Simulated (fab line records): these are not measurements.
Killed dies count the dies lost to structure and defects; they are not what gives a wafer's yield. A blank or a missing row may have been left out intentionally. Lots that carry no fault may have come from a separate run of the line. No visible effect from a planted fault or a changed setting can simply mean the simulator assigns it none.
fab line records + flow ritCmos
record
- lots=5
- wafers=15
- lastDay=7
route steps=202 shown GATE@77 FOX2@80 M1@202
lots untouched by any fault: they come from a run of this same line in which no faults occurred
startH: hours from the record's first day to the start of the lot's first wafer shown + waitH: hours elapsed since this lot's preceding step + " unchanged from the row above + L1.1+2: a row that stands for several wafers + - either no value or no given start + * or withheld: withheld + < > ~ a bound
route shown NAME@n: NAME is a module with steps in the file, n the number in the route of the first one + usual: mean/standard deviation of fault-free wafers + same: alike in all rows + chamber/n: place in a boat + sites: the reading at each site + _std_site: the values' standard deviation + _edge_site: mean of outer sites minus mean of inner sites + radiusMm: for every site, how far away it sits from the centre of the wafer + mask NAME#n: copy n + behind: tool/chamber where the wafer was last shaped + hold: cause of the lot's hold/its duration in hours/its outcome + device: the transistor (n, p or np) that didn't switch + end of line: at the end of the route, the tests of the same wafers + a step given without rows: its recipe and nothing more + killed: not the wafer's yield, but the dies lost to structure and defects at the first sort + map: shows each die of a wafer: x if killed, . if not, _ if none is there
set.NAME: the setting the step ran with; set.NAME@STEP: the setting that earlier step ran with + model.NAME: the simulator's own value behind a step, which no gauge read
certain route steps with their lots: each step a table, each wafer a row
services: when a tool's chamber went out of use (startH, in hours from the record's first day, below 0 if earlier), for how many hours, and the reason
## steps
# step RIT_GATE_CLEAN_02
# recipe
- chemistry=dHF
- dilution=50:1
- timeS=30
# step RIT_GATE_CLEAN_03
# recipe
- chemistry=SC2
- mix=3:3:50
- timeS=600
- tempC=75
- dry=n2Spin
# step RIT_GATE_CLEAN_04
# recipe
- chemistry=dHF
- dilution=50:1
- timeS=60
- dry=n2Spin
# step RIT_FOX2_THK_MEAS_91
# recipe
- reads=SiO2_of_FOX2_OXIDATION_00
# usual
- FIELD_OXIDE_LEFT_2_THK=257/6.5
| lot.wafer | tool         | chamber | startH | waitH | FIELD_OXIDE_LEFT_2_THK[nm] |
|-----------|--------------|---------|--------|-------|----------------------------|
| L914.3    | filmMetro-03 | -       | 53.50  | 0.0   | 257                        |
| L914.4    | "            | -       | "      | "     | 265                        |
| L914.6    | "            | -       | "      | "     | 260                        |
| L917.1    | filmMetro-01 | -       | 73.39  | 0.0   | 249                        |
| L917.3    | "            | -       | "      | "     | 253                        |
| L917.4    | "            | -       | "      | "     | 247                        |
| L927.4    | filmMetro-01 | -       | 119.94 | 0.0   | 269                        |
| L927.5    | "            | -       | "      | "     | 262                        |
| L927.6    | "            | -       | "      | "     | 268                        |
| L928.1    | filmMetro-02 | -       | 127.86 | 0.0   | 260                        |
| L928.4    | "            | -       | "      | "     | 256                        |
| L928.5    | "            | -       | "      | "     | 258                        |
| L931.1    | filmMetro-03 | -       | 140.38 | 0.0   | 265                        |
| L931.4    | "            | -       | "      | "     | 264                        |
| L931.5    | "            | -       | "      | "     | 260                        |
# step RIT_GATE_OXIDATION_05
# recipe
- tempC=900
- ambient=O2
- targetThkA=30
- oxTimeS=270
# step RIT_GATE_ANNEAL_06
# recipe
- tempC=900
- timeS=600
- ambient=N2O
# step RIT_GATE_THK_MEAS_07
# recipe
- reads=SiO2_of_GATE_OXIDATION_05
# usual
- GATE_OXIDE_THK=2.98/0.051
| lot.wafer | tool         | chamber | startH | waitH | GATE_OXIDE_THK[nm] |
|-----------|--------------|---------|--------|-------|--------------------|
| L914.3    | filmMetro-01 | -       | 62.16  | 0.0   | 2.90               |
| L914.4    | "            | -       | "      | "     | 2.93               |
| L914.6    | "            | -       | "      | "     | 2.90               |
| L917.1    | filmMetro-02 | -       | 77.36  | 0.0   | 3.01               |
| L917.3    | "            | -       | "      | "     | 2.97               |
| L917.4    | "            | -       | "      | "     | 2.96               |
| L927.4    | filmMetro-01 | -       | 123.37 | 0.0   | 2.91               |
| L927.5    | "            | -       | "      | "     | 3.01               |
| L927.6    | "            | -       | "      | "     | 2.97               |
| L928.1    | filmMetro-03 | -       | 131.01 | 0.0   | 2.99               |
| L928.4    | "            | -       | "      | "     | 3.01               |
| L928.5    | "            | -       | "      | "     | 2.97               |
| L931.1    | filmMetro-01 | -       | 143.99 | 0.0   | 2.97               |
| L931.4    | "            | -       | "      | "     | 3.09               |
| L931.5    | "            | -       | "      | "     | 2.99               |
# step RIT_GATE_CVD_08
# recipe
- material=poly-Si
- targetThkNm=250
- tempC=610
- precursor=SiH4
- timeS=2220
- pressureMtorr=300
- sih4FlowSccm=100
# step RIT_GATE_THK_MEAS_09
# recipe
- reads=poly-Si_of_GATE_CVD_08
# usual
- GATE_POLY_THK=251/3
| lot.wafer | tool         | chamber | startH | waitH | GATE_POLY_THK[nm] |
|-----------|--------------|---------|--------|-------|-------------------|
| L914.3    | filmMetro-01 | -       | 66.35  | 0.0   | 248               |
| L914.4    | "            | -       | "      | "     | 249               |
| L914.6    | "            | -       | "      | "     | 249               |
| L917.1    | filmMetro-03 | -       | 79.03  | 0.0   | 254               |
| L917.3    | "            | -       | "      | "     | 252               |
| L917.4    | "            | -       | "      | "     | 253               |
| L927.4    | filmMetro-01 | -       | 125.85 | 0.0   | 246               |
| L927.5    | "            | -       | "      | "     | 245               |
| L927.6    | "            | -       | "      | "     | 246               |
| L928.1    | filmMetro-02 | -       | 132.68 | 0.0   | 250               |
| L928.4    | "            | -       | "      | "     | 250               |
| L928.5    | "            | -       | "      | "     | 249               |
| L931.1    | filmMetro-01 | -       | 146.81 | 0.0   | 255               |
| L931.4    | "            | -       | "      | "     | 254               |
| L931.5    | "            | -       | "      | "     | 253               |
# step RIT_GATE_HMDS_10
# recipe
- primeTimeS=60
- primeTempC=140
# step RIT_GATE_COAT_11
# recipe
- resist=NOVOLAK
- spinRpm=4250
- resistThkNm=850
# step RIT_GATE_SOFTBAKE_12
# recipe
- resist=NOVOLAK
- tempC=90
- timeS=60
# step RIT_GATE_EXPOSE_13
# recipe
- maskId=M6
- na=0.6
- sourceShape=conventional
- sigmaOuter=0.6
- targetCdNm=150
- doseMj=380
# usual
- focusOffsetNm=0.0/0.51
# same
- sigmaOuter=0.6
| lot.wafer | tool            | chamber | startH | waitH | mask    | focusOffsetNm |
|-----------|-----------------|---------|--------|-------|---------|---------------|
| L914.3    | ilineStepper-01 | 0       | 67.00  | 0.2   | M6#0    | 0.1           |
| L914.4    | "               | 0       | "      | "     | M6#0    | 0.0           |
| L914.6    | "               | 0       | "      | "     | M6#0    | 0.4           |
| L917.1    | ilineStepper-01 | 0       | 79.54  | 0.1   | M6_R1#0 | 0.0           |
| L917.3    | "               | 0       | "      | "     | M6_R1#0 | 0.6           |
| L917.4    | "               | 0       | "      | "     | M6_R1#0 | 0.3           |
| L927.4    | ilineStepper-01 | 0       | 126.76 | 0.3   | M6#0    | -0.4          |
| L927.5    | "               | 0       | "      | "     | M6#0    | -0.3          |
| L927.6    | "               | 0       | "      | "     | M6#0    | -0.5          |
| L928.1    | ilineStepper-02 | 0       | 133.32 | 0.2   | M6#0    | -0.2          |
| L928.4    | "               | 0       | "      | "     | M6#0    | -0.1          |
| L928.5    | "               | 0       | "      | "     | M6#0    | 1.1           |
| L931.1    | ilineStepper-02 | 0       | 147.44 | 0.2   | M6#0    | 0.9           |
| L931.4    | "               | 0       | "      | "     | M6#0    | -0.2          |
| L931.5    | "               | 0       | "      | "     | M6#0    | -0.2          |
# step RIT_GATE_PEB_14
# recipe
- resist=NOVOLAK
- tempC=withheld
- timeS=withheld
# step RIT_GATE_DEVELOP_15
# recipe
- resist=NOVOLAK
- developTimeS=50
- devTempC=23
# step RIT_GATE_CD_MEAS_16
# recipe
- targetCdNm=150
# usual
- cdNm=149.3/2.5
| lot.wafer | tool     | chamber | startH | waitH | hold                    | cdNm  |
|-----------|----------|---------|--------|-------|-------------------------|-------|
| L914.3    | cdSem-01 | -       | 67.40  | -     | -                       | 147.0 |
| L914.4    | "        | -       | "      | "     | -                       | 145.4 |
| L914.6    | "        | -       | "      | "     | -                       | 145.9 |
| L917.1    | cdSem-01 | -       | 79.94  | -     | awaitDispo/0.2h/release | 162.8 |
| L917.3    | "        | -       | "      | "     | awaitDispo/0.2h/release | 162.9 |
| L917.4    | "        | -       | "      | "     | awaitDispo/0.2h/release | 161.6 |
| L917.1    | cdSem-01 | -       | 80.23  | 0.3   | -                       | 162.7 |
| L917.3    | "        | -       | "      | "     | -                       | 162.8 |
| L917.4    | "        | -       | "      | "     | -                       | 161.5 |
| L927.4    | cdSem-02 | -       | 127.16 | -     | -                       | 151.3 |
| L927.5    | "        | -       | "      | "     | -                       | 149.6 |
| L927.6    | "        | -       | "      | "     | -                       | 151.6 |
| L928.1    | cdSem-01 | -       | 133.72 | -     | -                       | 149.8 |
| L928.4    | "        | -       | "      | "     | -                       | 150.5 |
| L928.5    | "        | -       | "      | "     | -                       | 149.7 |
| L931.1    | cdSem-02 | -       | 147.84 | -     | -                       | 148.9 |
| L931.4    | "        | -       | "      | "     | -                       | 152.1 |
| L931.5    | "        | -       | "      | "     | -                       | 151.5 |
# step RIT_GATE_OVL_MEAS_17
# usual
- GATE_OVL=-0.2/1.5
| lot.wafer | tool       | chamber | startH | waitH | hold                    | GATE_OVL[nm] |
|-----------|------------|---------|--------|-------|-------------------------|--------------|
| L914.3    | overlay-01 | -       | 67.50  | 0.1   | -                       | -4.1         |
| L914.4    | "          | -       | "      | "     | -                       | -2.5         |
| L914.6    | "          | -       | "      | "     | -                       | -1.5         |
| L917.1    | overlay-02 | -       | 81.79  | 1.5   | awaitDispo/1.4h/release | 2.0          |
| L917.3    | "          | -       | "      | "     | awaitDispo/1.4h/release | -0.6         |
| L917.4    | "          | -       | "      | "     | awaitDispo/1.4h/release | 0.8          |
| L927.4    | overlay-02 | -       | 127.24 | 0.1   | -                       | -0.7         |
| L927.5    | "          | -       | "      | "     | -                       | -1.4         |
| L927.6    | "          | -       | "      | "     | -                       | -1.8         |
| L928.1    | overlay-02 | -       | 133.84 | 0.1   | -                       | -0.6         |
| L928.4    | "          | -       | "      | "     | -                       | -1.0         |
| L928.5    | "          | -       | "      | "     | -                       | -2.2         |
| L931.1    | overlay-02 | -       | 147.96 | 0.1   | -                       | -0.2         |
| L931.4    | "          | -       | "      | "     | -                       | -0.4         |
| L931.5    | "          | -       | "      | "     | -                       | 0.6          |
# step RIT_GATE_HARDBAKE_18
# recipe
- resist=NOVOLAK
- tempC=140
- timeS=60
# step RIT_GATE_ETCH_19
# recipe
- chemistry=SF6/CHF3/O2
- timeS=165
- SF6_flow_sccm=30
- CHF3_flow_sccm=30
- O2_flow_sccm=5
- target=poly-Si
- pressureMtorr=40
- rfW=160
- targetDepthA=3125
- overEtchFrac=0.25
- stopOn=SiO2
# usual
- SF6_flow_sccm=30.00/0.086
- drypumpMotorCurrentA=5.41/0.29
- heBacksideLeakSccm=2.74/0.28
- oesProductAu=0.846/0.015
- rfFwdPowerW=159.3/0.49
- throttleValvePct=10.19/0.15
| lot.wafer | tool     | chamber | startH | waitH | SF6_flow_sccm | drypumpMotorCurrentA | heBacksideLeakSccm | oesProductAu | rfFwdPowerW | rfHoursCounterH | throttleValvePct | model.GATE.cdNm |
|-----------|----------|---------|--------|-------|---------------|----------------------|--------------------|--------------|-------------|-----------------|------------------|-----------------|
| L914.3    | rieSi-02 | 1       | 67.67  | 0.1   | 30.02         | 5.01                 | 2.92               | 0.836        | 159.5       | 134             | 10.18            | 146.4           |
| L914.4    | "        | 0       | "      | "     | 30.02         | 5.18                 | 2.61               | 0.863        | 158.1       | 73              | 10.15            | 145.5           |
| L914.6    | "        | 1       | "      | "     | 30.14         | 4.96                 | 3.02               | 0.844        | 159.1       | -               | 10.17            | 145.7           |
| L917.1    | rieSi-01 | 1       | 81.98  | 0.1   | 30.06         | 5.50                 | 2.63               | 0.829        | 159.7       | 3               | 10.29            | 162.6           |
| L917.3    | "        | 2       | "      | "     | 30.13         | 5.16                 | 2.38               | 0.868        | 158.8       | 49              | 10.22            | 162.5           |
| L917.4    | "        | 3       | "      | "     | 30.07         | 5.21                 | 3.06               | 0.842        | 159.6       | 96              | 9.92             | 161.8           |
| L927.4    | rieSi-01 | 0       | 127.46 | 0.1   | 30.08         | 5.55                 | 3.07               | 0.840        | 158.6       | -               | 10.47            | 151.7           |
| L927.5    | "        | 3       | "      | "     | 29.91         | 5.22                 | 3.18               | 0.818        | 159.3       | -               | 9.91             | 149.8           |
| L927.6    | "        | 2       | "      | "     | 29.95         | 5.15                 | 2.44               | 0.844        | 159.4       | -               | 10.22            | 151.3           |
| L928.1    | rieSi-02 | 3       | 134.02 | 0.1   | 29.97         | 5.80                 | 2.65               | 0.841        | 159.7       | 44              | 10.07            | 149.8           |
| L928.4    | "        | 0       | "      | "     | 30.04         | 5.21                 | 2.72               | 0.864        | 159.0       | 74              | 10.15            | 150.6           |
| L928.5    | "        | 3       | "      | "     | 30.04         | 5.76                 | 2.62               | 0.835        | 159.5       | -               | 10.05            | 149.6           |
| L931.1    | rieSi-01 | 2       | 148.15 | 0.1   | 30.01         | 5.15                 | 2.36               | 0.870        | 158.9       | 50              | 10.23            | 148.9           |
| L931.4    | "        | 1       | "      | "     | 30.00         | 5.53                 | 2.47               | 0.836        | 159.3       | 4               | 10.28            | 151.8           |
| L931.5    | "        | 3       | "      | "     | 29.89         | 5.19                 | 3.28               | 0.841        | 159.2       | -               | 9.94             | 151.6           |
# step RIT_GATE_STRIP_20
# recipe
- chemistry=O2
- timeS=180
- resist=NOVOLAK
- platenTempC=withheld
- powerW=500
- pressureMtorr=4000
- o2FlowSccm=4000
# usual
- drypumpMotorCurrentA=5.92/0.26
| lot.wafer | tool           | chamber | startH | waitH | drypumpMotorCurrentA | rfHoursCounterH |
|-----------|----------------|---------|--------|-------|----------------------|-----------------|
| L914.3    | plasmaAsher-02 | 1       | 67.84  | 0.1   | 5.84                 | -               |
| L914.4    | "              | 0       | "      | "     | 5.67                 | -               |
| L914.6    | "              | 0       | "      | "     | 5.64                 | -               |
| L917.1    | plasmaAsher-04 | 1       | 82.09  | 0.1   | 6.23                 | 29              |
| L917.3    | "              | 1       | "      | "     | 6.19                 | -               |
| L917.4    | "              | 0       | "      | "     | 5.99                 | -               |
| L927.4    | plasmaAsher-02 | 0       | 127.57 | 0.1   | 5.64                 | -               |
| L927.5    | "              | 1       | "      | "     | 5.85                 | -               |
| L927.6    | "              | 0       | "      | "     | 5.67                 | -               |
| L928.1    | plasmaAsher-01 | 0       | 134.13 | 0.1   | 5.65                 | 2               |
| L928.4    | "              | 1       | "      | "     | 6.37                 | -               |
| L928.5    | "              | 1       | "      | "     | 6.39                 | -               |
| L931.1    | plasmaAsher-04 | 0       | 148.25 | 0.1   | 6.01                 | 37              |
| L931.4    | "              | 1       | "      | "     | 6.20                 | -               |
| L931.5    | "              | 1       | "      | "     | 6.20                 | -               |
# step RIT_M1_PROBE_99
# usual
- killedAtFrontEnd=6/3
- killedDies=7/3
- killedOpen=3.1/2
- killedShort=3.4/2
# same
- grossDies=264
- killed_at_M0_to_M3=0
- killed_at_M4_up=0
- killedAtBackSide=0
- killedAtContacts=0
- killedAtOther=0
| lot.wafer | tool      | chamber | startH | waitH | killedAtFrontEnd | killedDies | killedOpen | killedShort |
|-----------|-----------|---------|--------|-------|------------------|------------|------------|-------------|
| L914.3    | prober-01 | -       | 88.24  | 0.2   | 4                | 4          | 2          | 2           |
| L914.4    | prober-01 | -       | 88.29  | 0.2   | 10               | 10         | 5          | 5           |
| L914.6    | prober-01 | -       | 88.39  | 0.2   | 7                | 7          | 2          | 5           |
| L917.1    | prober-02 | -       | 107.33 | 0.1   | 7                | 7          | 4          | 2           |
| L917.3    | prober-02 | -       | 107.43 | 0.2   | 5                | 5          | 1          | 3           |
| L917.4    | prober-02 | -       | 107.48 | 0.2   | 7                | 7          | 3          | 3           |
| L927.4    | prober-01 | -       | 149.00 | 0.2   | 10               | 10         | 8          | 2           |
| L927.5    | prober-01 | -       | 149.05 | 0.2   | 2                | 2          | 0          | 2           |
| L927.6    | prober-01 | -       | 149.10 | 0.2   | 12               | 12         | 6          | 6           |
| L928.1    | prober-01 | -       | 154.10 | 0.1   | 2                | 2          | 1          | 1           |
| L928.4    | prober-01 | -       | 154.25 | 0.2   | 2                | 2          | 1          | 1           |
| L928.5    | prober-01 | -       | 154.30 | 0.2   | 2                | 2          | 0          | 2           |
| L931.1    | prober-02 | -       | 168.21 | 0.1   | 4                | 4          | 0          | 4           |
| L931.4    | prober-02 | -       | 168.36 | 0.2   | 3                | 3          | 2          | 1           |
| L931.5    | prober-02 | -       | 168.41 | 0.2   | 4                | 4          | 3          | 1           |
# killed by level:class
L914.3 GATE:geometricParticle:open=1 GATE:geometricParticle:short=1 SPACER:geometricParticle:open=1 SILICIDE:geometricParticle:short=1
L914.4 SPACER:geometricParticle:open=4 GATE:geometricParticle:short=2 SPACER:geometricParticle:short=2 GATE:geometricParticle:open=1 REOX:geometricParticle:short=1
L914.6 SILICIDE:geometricParticle:short=2 FOX1:geometricParticle:short=1 FOX1:geometricParticle:open=1 GATE:geometricParticle:open=1 REOX:geometricParticle:short=1 SPACER:geometricParticle:short=1
L917.1 FOX2:geometricParticle:open=1 GATE:geometricParticle:open=1 REOX:geometricParticle:short=1 SPACER:geometricParticle:open=1 SILICIDE:geometricParticle:open=1 SILICIDE:geometricParticle:short=1 GATE:areaExpose=1
L917.3 SPACER:geometricParticle:short=2 REOX:geometricParticle:open=1 SILICIDE:geometricParticle:short=1 GATE:areaExpose=1
L917.4 SPACER:geometricParticle:open=2 FOX2:geometricParticle:short=1 GATE:geometricParticle:short=1 SILICIDE:geometricParticle:short=1 SILICIDE:geometricParticle:open=1 GATE:areaExpose=1
L927.4 FOX1:geometricParticle:open=3 GATE:geometricParticle:short=2 SILICIDE:geometricParticle:open=2 FOX2:geometricParticle:open=1 GATE:geometricParticle:open=1 REOX:geometricParticle:open=1
L927.5 REOX:geometricParticle:short=2
L927.6 FOX1:geometricParticle:short=3 REOX:geometricParticle:open=3 GATE:geometricParticle:short=2 SILICIDE:geometricParticle:open=2 GATE:geometricParticle:open=1 REOX:geometricParticle:short=1
L928.1 GATE:geometricParticle:short=1 SPACER:geometricParticle:open=1
L928.4 SPACER:geometricParticle:short=1 SPACER:geometricParticle:open=1
L928.5 FOX1:geometricParticle:short=1 REOX:geometricParticle:short=1
L931.1 REOX:geometricParticle:short=2 SPACER:geometricParticle:short=1 SILICIDE:geometricParticle:short=1
L931.4 FOX1:geometricParticle:open=1 FOX2:geometricParticle:open=1 SPACER:geometricParticle:short=1
L931.5 FOX2:geometricParticle:open=2 GATE:geometricParticle:short=1 REOX:geometricParticle:open=1
## services
| tool            | chamber | startH | hours | kind          |
|-----------------|---------|--------|-------|---------------|
| rieSi-01        | -       | 49.12  | 2.8   | pm            |
| rieSi-01        | 0       | 51.87  | -     | clean         |
| rieSi-01        | 0       | 51.87  | 14.6  | scheduledDown |
| rieSi-01        | 0       | 51.87  | 14.6  | ventCycle     |
| ilineStepper-01 | -       | 60.11  | 1.7   | pm            |
| rieSi-01        | 1       | 66.05  | 4.9   | repair        |
| ilineStepper-02 | -       | 70.32  | 1.7   | pm            |
| ilineStepper-02 | -       | 89.21  | 3.4   | repair        |
| plasmaAsher-02  | -       | 105.02 | 4.3   | repair        |
| plasmaAsher-01  | -       | 108.75 | 9.0   | pm            |
| plasmaAsher-01  | 0       | 108.75 | 9.0   | ventCycle     |
| plasmaAsher-01  | 1       | 108.75 | 9.0   | ventCycle     |
| plasmaAsher-01  | 0       | 117.75 | -     | clean         |
| plasmaAsher-01  | 1       | 117.75 | -     | clean         |
| rieSi-01        | 1       | 124.42 | 5.7   | repair        |
| plasmaAsher-02  | -       | 135.24 | 0.7   | repair        |
## key
firstSign
- step=RIT_GATE_EXPOSE_13
- reading=mask
- direction=changed
effect
- step=RIT_GATE_CD_MEAS_16
- reading=visit
- direction=added
effect
- step=RIT_GATE_CD_MEAS_16
- reading=cdNm
- direction=up
- sigmas=5.3
- usual=149.3
- struck=162.4
modelEffect
- step=RIT_GATE_ETCH_19
- value=GATE.cdNm
- without=147.3
- struck=162.3
metAt RIT_GATE_EXPOSE_13
struckWafers L917.1,L917.3,L917.4
testerLeftOut L917
onsetBetween 67.00 79.54
fault
- kind=wrongMask
- tool=any
- chamber=-
- onsetH=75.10
- steps=RIT_GATE_EXPOSE_13
- auxCopy=M6_R1#0
- cdOffsetNm=15
- scope=struckLotsOnly
# testerLeftOut: of these lots the tester's yield and bins aren't shown, on N5 and GAA mostly nor the transistor test; their killed dies are dies lost to structure and defects alone, not to doping, threshold or leakage, so they don't give the yield
